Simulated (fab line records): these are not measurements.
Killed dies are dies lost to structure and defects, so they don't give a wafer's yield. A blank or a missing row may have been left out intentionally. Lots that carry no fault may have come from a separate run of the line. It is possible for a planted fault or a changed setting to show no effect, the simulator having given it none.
fab line records	flow rit_cmos
record lots=6	wafers=18	last_day=7
route steps=202 shown PRETRO@69 GATE@75 FOX2@80 M1@202
lots that met no fault: from a run of the same line without faults
start_h: hours from the record's first day to the start of the lot's first wafer shown	wait_h: time in hours since the lot's previous step	" the same as in the row above	L1.1+2: several wafers, shown together as one row	- no value present, or no start provided	* or withheld: withheld	< > ~ a bound
route shown NAME@n: a module of which the file shows steps, and the number in the route of the first	usual: mean/standard deviation of fault-free wafers	same: alike in all rows	chamber/n: place in a boat	sites: the reading at each site	_std_site: the values' standard deviation	_edge_site: mean of outer sites minus mean of inner sites	radius_mm: for every site, how far away it sits from the centre of the wafer	mask NAME#n: copy n	behind: the tool/chamber that last shaped the wafer	hold: why the lot was held/for how many hours/how that ended	device: whichever transistor did not switch (one of n, p or np)	end of line: the route-end tests of the same wafers	a step with no rows: only its recipe	killed: not the wafer's yield, but the dies lost to structure and defects at the first sort	map: a wafer's dies, marking killed ones x, the rest . and places with no die _
set.NAME: the setting the step ran with; set.NAME@STEP: the setting that earlier step ran with	model.NAME: the simulator's own value behind a step, which no gauge read
a table for each step, a row for each wafer; lots at some steps of the route
services: when a tool's chamber went out of use (start_h, in hours from the record's first day, below 0 if earlier), for how many hours, and the reason
## steps
# step RIT_PRETRO_DEVELOP_05
# recipe resist=NOVOLAK	develop_time_s=68	dev_temp_c=23
# step RIT_PRETRO_OVL_MEAS_06
# usual PRETRO_OVL=0.8/1.5
lot.wafer	tool	chamber	start_h	wait_h	PRETRO_OVL[nm]
L384.2	overlay-01	-	67.92	-	3.0
L384.3	"	-	"	"	2.8
L384.5	"	-	"	"	-1.3
L388.1	overlay-01	-	86.76	-	1.2
L388.3	"	-	"	"	0.1
L388.6	"	-	"	"	-1.3
L389.3	overlay-02	-	92.58	-	2.4
L389.5	"	-	"	"	2.2
L389.6	"	-	"	"	0.7
L393.1	overlay-02	-	112.65	-	1.5
L393.3	"	-	"	"	-0.3
L393.6	"	-	"	"	1.6
L396.3	overlay-01	-	129.74	-	0.3
L396.5	"	-	"	"	1.6
L396.6	"	-	"	"	0.3
L398.2	overlay-02	-	137.81	-	0.5
L398.4	"	-	"	"	0.5
L398.6	"	-	"	"	-1.4
# step RIT_PRETRO_HARDBAKE_07
# recipe resist=NOVOLAK	temp_c=140	time_s=120
# step RIT_PRETRO_IMPLANT_08
# recipe species=B	energy_kev=45	dose_cm2=1.2e+13	tilt_deg=7
# step RIT_PRETRO_STRIP_09
# recipe chemistry=O2	time_s=180	resist=NOVOLAK	platen_temp_c=withheld	power_w=500	pressure_mtorr=4000	o2_flow_sccm=4000
# usual chamber_pressure_mTorr=4001/3.4	drypump_motor_current_A=6.0/0.35
lot.wafer	tool	chamber	start_h	wait_h	chamber_pressure_mTorr	drypump_motor_current_A	rf_hours_counter_h
L384.2	plasma_asher-02	1	68.35	0.1	4004	6.5	43
L384.3	"	0	"	"	4000	5.3	-
L384.5	"	0	"	"	3993	5.3	-
L388.1	plasma_asher-04	1	87.20	0.1	4001	6.1	31
L388.3	"	1	"	"	4003	6.1	-
L388.6	"	1	"	"	4002	6.1	-
L389.3	plasma_asher-01	0	93.06	0.1	4002	6.3	-
L389.5	"	0	"	"	3995	6.3	-
L389.6	"	1	"	"	4005	5.9	-
L393.1	plasma_asher-02	0	113.08	0.1	4005	5.3	49
L393.3	"	1	"	"	4003	6.5	-
L393.6	"	1	"	"	3999	6.5	-
L396.3	plasma_asher-01	0	130.22	0.1	4001	6.3	-
L396.5	"	1	"	"	4000	5.9	-
L396.6	"	0	"	"	4003	6.3	-
L398.2	plasma_asher-01	0	138.24	0.1	3998	6.3	50
L398.4	"	0	"	"	4003	6.3	-
L398.6	"	0	"	"	4003	6.3	-
# step RIT_PRETRO_TW_MEAS_10
# usual PRETRO_TW=476/5.7
lot.wafer	tool	chamber	start_h	wait_h	PRETRO_TW
L384.2	film_metro-03	-	68.53	0.1	472
L384.3	"	-	"	"	470
L384.5	"	-	"	"	472
L388.1	film_metro-04	-	87.37	0.1	475
L388.3	"	-	"	"	478
L388.6	"	-	"	"	478
L389.3	film_metro-01	-	93.20	0.1	485
L389.5	"	-	"	"	485
L389.6	"	-	"	"	482
L393.1	film_metro-04	-	113.26	0.1	479
L393.3	"	-	"	"	476
L393.6	"	-	"	"	478
L396.3	film_metro-03	-	130.36	0.1	472
L396.5	"	-	"	"	471
L396.6	"	-	"	"	469
L398.2	film_metro-04	-	138.42	0.1	478
L398.4	"	-	"	"	478
L398.6	"	-	"	"	477
# step RIT_GATE_WET_ETCH_00
# recipe chemistry=BOE	target=SiO2	target_depth_nm=56	time_s=60	dry=n2_spin	dilution=10:1	temp_c=21.5
# step RIT_GATE_CLEAN_01
# recipe chemistry=SC1	mix=3:3:50	time_s=600	temp_c=75
# step RIT_GATE_CLEAN_02
# recipe chemistry=dHF	dilution=50:1	time_s=30
# step RIT_GATE_CLEAN_03
# recipe chemistry=SC2	mix=3:3:50	time_s=600	temp_c=75	dry=n2_spin
# step RIT_GATE_CLEAN_04
# recipe chemistry=dHF	dilution=50:1	time_s=60	dry=n2_spin
# step RIT_FOX2_THK_MEAS_91
# recipe reads=SiO2_of_FOX2_OXIDATION_00
# usual FIELD_OXIDE_LEFT_2_THK=255/5.6
lot.wafer	tool	chamber	start_h	wait_h	FIELD_OXIDE_LEFT_2_THK[nm]
L384.2	film_metro-03	-	69.01	0.0	268
L384.3	"	-	"	"	256
L384.5	"	-	"	"	263
L388.1	film_metro-03	-	87.85	0.0	258
L388.3	"	-	"	"	255
L388.6	"	-	"	"	249
L389.3	film_metro-04	-	93.69	0.0	249
L389.5	"	-	"	"	243
L389.6	"	-	"	"	253
L393.1	film_metro-03	-	113.73	0.0	248
L393.3	"	-	"	"	253
L393.6	"	-	"	"	252
L396.3	film_metro-02	-	130.86	0.0	255
L396.5	"	-	"	"	260
L396.6	"	-	"	"	259
L398.2	film_metro-02	-	138.94	0.0	251
L398.4	"	-	"	"	248
L398.6	"	-	"	"	251
# step RIT_GATE_OXIDATION_05
# recipe temp_c=900	ambient=O2	target_thk_a=30	ox_time_s=270
# usual spike_tc_load_C=925/3.5	spike_tc_source_C=921/3.2	tube_center_temp_C_max=902.3/0.39
lot.wafer	tool	chamber	start_h	wait_h	spike_tc_load_C	spike_tc_source_C	tube_center_temp_C_max	model.SiO2_of_GATE_OXIDATION_05.thk_nm
L384.2	furnace-03	0	69.06	0.0	931	926	901.9	3.038
L384.3	"	0	"	"	931	926	902.0	3.121
L384.5	"	0	"	"	930	926	902.5	3.056
L388.1	furnace-04	0	87.91	0.1	920	922	902.1	2.957
L388.3	"	0	"	"	924	923	902.1	3.005
L388.6	"	0	"	"	921	921	901.8	2.982
L389.3	furnace-04	0	93.73	0.0	922	923	902.7	3.029
L389.5	"	0	"	"	920	921	902.6	3.066
L389.6	"	0	"	"	924	922	902.2	3.07
L393.1	furnace-04	0	113.79	0.1	922	921	901.9	4.978
L393.3	"	0	"	"	923	921	902.5	4.954
L393.6	"	0	"	"	921	921	902.3	4.963
L396.3	furnace-01	0	132.30	1.4	924	917	902.7	3.002
L396.5	"	0	"	"	926	918	901.8	3.058
L396.6	"	0	"	"	925	917	902.5	3.019
L398.2	furnace-04	0	138.99	0.0	922	922	902.3	4.912
L398.4	"	0	"	"	921	922	901.6	4.93
L398.6	"	0	"	"	922	922	902.5	4.952
# step RIT_GATE_ANNEAL_06
# recipe temp_c=900	time_s=600	ambient=N2O
# step RIT_GATE_THK_MEAS_07
# recipe reads=SiO2_of_GATE_OXIDATION_05
# usual GATE_OXIDE_THK=3.01/0.076
lot.wafer	tool	chamber	start_h	wait_h	GATE_OXIDE_THK[nm]
L384.2	film_metro-04	-	70.40	0.0	3.07
L384.3	"	-	"	"	3.14
L384.5	"	-	"	"	3.05
L388.1	film_metro-02	-	90.16	0.0	2.92
L388.3	"	-	"	"	3.03
L388.6	"	-	"	"	2.98
L389.3	film_metro-02	-	95.51	0.0	3.02
L389.5	"	-	"	"	3.07
L389.6	"	-	"	"	3.07
L393.1	film_metro-03	-	115.48	0.0	4.96
L393.3	"	-	"	"	4.99
L393.6	"	-	"	"	4.99
L396.3	film_metro-04	-	134.06	0.0	2.98
L396.5	"	-	"	"	3.00
L396.6	"	-	"	"	3.00
L398.2	film_metro-02	-	140.32	0.0	4.94
L398.4	"	-	"	"	4.90
L398.6	"	-	"	"	4.93
# step RIT_GATE_CVD_08
# recipe material=poly-Si	target_thk_nm=250	temp_c=610	precursor=SiH4	time_s=2220	pressure_mtorr=300	sih4_flow_sccm=100
# step RIT_M1_PROBE_99
# usual killed_at_contacts=0.1/0.34	killed_at_front_end=6.9/2.8	killed_dies=7.1/2.8	killed_open=3.4/1.9	killed_short=3.6/1.7
# same gross_dies=264	killed_at_M0_to_M3=0	killed_at_M4_up=0	killed_at_back_side=0	killed_at_other=0
lot.wafer	tool	chamber	start_h	wait_h	killed_at_contacts	killed_at_front_end	killed_dies	killed_open	killed_short	model.etest.pmos_0p3.r_on_ohm_um	model.etest.pmos_turned.r_on_ohm_um	model.etest.nmos_0p3.r_on_ohm_um	model.etest.pmos_0p15.r_on_ohm_um	model.etest.nmos_0p15.r_on_ohm_um	model.etest.nmos_0p15.drive_ua_um	model.etest.nmos_narrow.drive_ua_um	model.etest.nmos_0p3.drive_ua_um
L384.2	prober-02	-	93.42	0.1	1	4	5	2	3	6190	3304	2137	2613	1093	475.4	220.1	224.4
L384.3	prober-02	-	93.47	0.2	0	2	2	1	1	6351	3408	2188	2733	1110	464	218.6	217.6
L384.5	prober-02	-	93.57	0.2	0	8	8	4	4	6309	3376	2163	2685	1108	475.9	221.1	221.1
L388.1	prober-02	-	114.14	0.1	0	6	6	3	3	6190	3475	2119	2767	1113	470.9	220.7	227.8
L388.3	prober-02	-	114.24	0.2	0	3	3	1	2	6448	3580	2171	2891	1148	460.8	223.9	222.6
L388.6	prober-02	-	114.39	0.2	0	6	6	3	2	6334	3548	2164	2865	1155	459.8	225.3	225.8
L389.3	prober-01	-	118.91	0.2	0	8	8	6	2	6347	3589	2191	2858	1177	455.9	223.8	225.1
L389.5	prober-01	-	119.01	0.2	0	7	7	4	3	6333	3561	2171	2845	1172	453.5	224.2	223.2
L389.6	prober-01	-	119.06	0.2	0	10	10	6	4	6526	3776	2244	2995	1206	438.9	216.6	216.5
L393.1	prober-01	-	139.34	0.1	0	6	6	4	2	1.012e+04	4821	3312	3832	1416	287.8	98.83	103.5
L393.3	prober-01	-	139.44	0.2	0	8	8	3	5	1.015e+04	4851	3308	3866	1437	293.1	100.3	103.5
L393.6	prober-01	-	139.59	0.2	0	7	7	4	3	1.003e+04	4743	3270	3782	1394	294.5	98.36	102.2
L396.3	prober-01	-	157.01	0.2	0	10	10	5	5	6201	3385	2156	2727	1165	462	227.1	225.1
L396.5	prober-01	-	157.11	0.2	0	10	10	4	6	6245	3339	2192	2723	1154	460.7	220.6	222.5
L396.6	prober-01	-	157.16	0.2	0	6	6	5	1	6162	3315	2180	2669	1144	469.4	224	226.6
L398.2	prober-01	-	165.92	0.1	0	12	12	7	5	1.008e+04	4741	3293	3856	1420	296	100.1	103.7
L398.4	prober-01	-	166.02	0.2	0	6	6	4	2	1.026e+04	4708	3298	3825	1414	303.5	101.2	104.3
L398.6	prober-01	-	166.12	0.2	0	15	15	6	9	1.032e+04	4906	3340	4002	1459	290.3	99.61	103.7
# killed by level:class
L384.2 REOX:geometric_particle:open=2 FOX1:geometric_particle:short=1 SPACER:geometric_particle:short=1 CONTACT:geometric_particle:short=1
L384.3 FOX1:geometric_particle:open=1 FOX1:geometric_particle:short=1
L384.5 FOX1:geometric_particle:short=2 SPACER:geometric_particle:open=2 FOX1:geometric_particle:open=1 FOX2:geometric_particle:short=1 GATE:geometric_particle:open=1 GATE:geometric_particle:short=1
L388.1 GATE:geometric_particle:short=2 GATE:geometric_particle:open=2 FOX1:geometric_particle:short=1 FOX1:geometric_particle:open=1
L388.3 REOX:geometric_particle:open=1 REOX:geometric_particle:short=1 SPACER:geometric_particle:short=1
L388.6 GATE:geometric_particle:open=2 GATE:geometric_particle:short=1 SPACER:geometric_particle:open=1 SPACER:geometric_particle:short=1 PSD:coat_microbubble_printed=1
L389.3 FOX2:geometric_particle:open=2 SILICIDE:geometric_particle:open=2 GATE:geometric_particle:short=1 GATE:geometric_particle:open=1 SPACER:geometric_particle:open=1 SILICIDE:geometric_particle:short=1
L389.5 GATE:geometric_particle:short=2 SILICIDE:geometric_particle:open=2 FOX2:geometric_particle:open=1 GATE:geometric_particle:open=1 SILICIDE:geometric_particle:short=1
L389.6 GATE:geometric_particle:open=2 REOX:geometric_particle:short=2 SILICIDE:geometric_particle:open=2 FOX1:geometric_particle:open=1 FOX2:geometric_particle:short=1 SPACER:geometric_particle:open=1 SPACER:geometric_particle:short=1
L393.1 GATE:geometric_particle:open=4 FOX2:geometric_particle:short=1 GATE:geometric_particle:short=1
L393.3 FOX1:geometric_particle:open=1 FOX1:geometric_particle:short=1 FOX2:geometric_particle:open=1 GATE:geometric_particle:open=1 GATE:geometric_particle:short=1 REOX:geometric_particle:short=1 SPACER:geometric_particle:short=1 SILICIDE:geometric_particle:short=1
L393.6 FOX2:geometric_particle:open=2 GATE:geometric_particle:short=2 FOX1:geometric_particle:open=1 GATE:geometric_particle:open=1 SILICIDE:geometric_particle:short=1
L396.3 GATE:geometric_particle:open=4 GATE:geometric_particle:short=3 REOX:geometric_particle:short=1 SPACER:geometric_particle:open=1 SILICIDE:geometric_particle:short=1
L396.5 GATE:geometric_particle:short=4 GATE:geometric_particle:open=2 FOX2:geometric_particle:open=1 SPACER:geometric_particle:open=1 SPACER:geometric_particle:short=1 SILICIDE:geometric_particle:short=1
L396.6 REOX:geometric_particle:open=3 FOX2:geometric_particle:open=1 GATE:geometric_particle:open=1 SILICIDE:geometric_particle:short=1
L398.2 GATE:geometric_particle:open=3 FOX1:geometric_particle:short=2 GATE:geometric_particle:short=2 REOX:geometric_particle:open=2 FOX1:geometric_particle:open=1 REOX:geometric_particle:short=1 SILICIDE:geometric_particle:open=1
L398.4 REOX:geometric_particle:open=2 SILICIDE:geometric_particle:short=1 GATE:geometric_particle:short=1 GATE:geometric_particle:open=1 SPACER:geometric_particle:open=1
L398.6 GATE:geometric_particle:short=6 GATE:geometric_particle:open=3 FOX2:geometric_particle:open=2 FOX1:geometric_particle:short=1 FOX1:geometric_particle:open=1 SPACER:geometric_particle:short=1 SILICIDE:geometric_particle:short=1
## services
tool	chamber	start_h	hours	kind
furnace-03	-	49.35	3.3	pm
furnace-03	-	105.20	3.5	pm
plasma_asher-01	-	111.83	4.1	repair
furnace-03	-	120.08	1.6	pm
## key
first_sign step=RIT_GATE_THK_MEAS_07	reading=GATE_OXIDE_THK	direction=up	sigmas=25	usual=3.01	struck=4.95
effect none on later readings
model_effect step=RIT_GATE_OXIDATION_05	value=SiO2_of_GATE_OXIDATION_05.thk_nm	without=3.088	struck=4.948
model_effect step=RIT_M1_PROBE_99	value=etest.pmos_0p3.r_on_ohm_um	without=6433	struck=1.016e+04
met_at RIT_GATE_OXIDATION_05
struck_wafers L393.1,L393.3,L393.6,L398.2,L398.4,L398.6
tester_left_out L393,L398
onset_between 93.73 113.79
fault kind=process_parameter_drift	tool=furnace-04	chamber=-	onset_h=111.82	steps=RIT_GATE_OXIDATION_05	channel=ox_time_s	offset=*	shape=step	end_h=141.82	acts_in=*	stated=*
# tester_left_out: of these lots the tester's yield and bins aren't shown, on N5 and GAA mostly nor the transistor test; their killed dies are dies lost to structure and defects alone, not to doping, threshold or leakage, so they don't give the yield
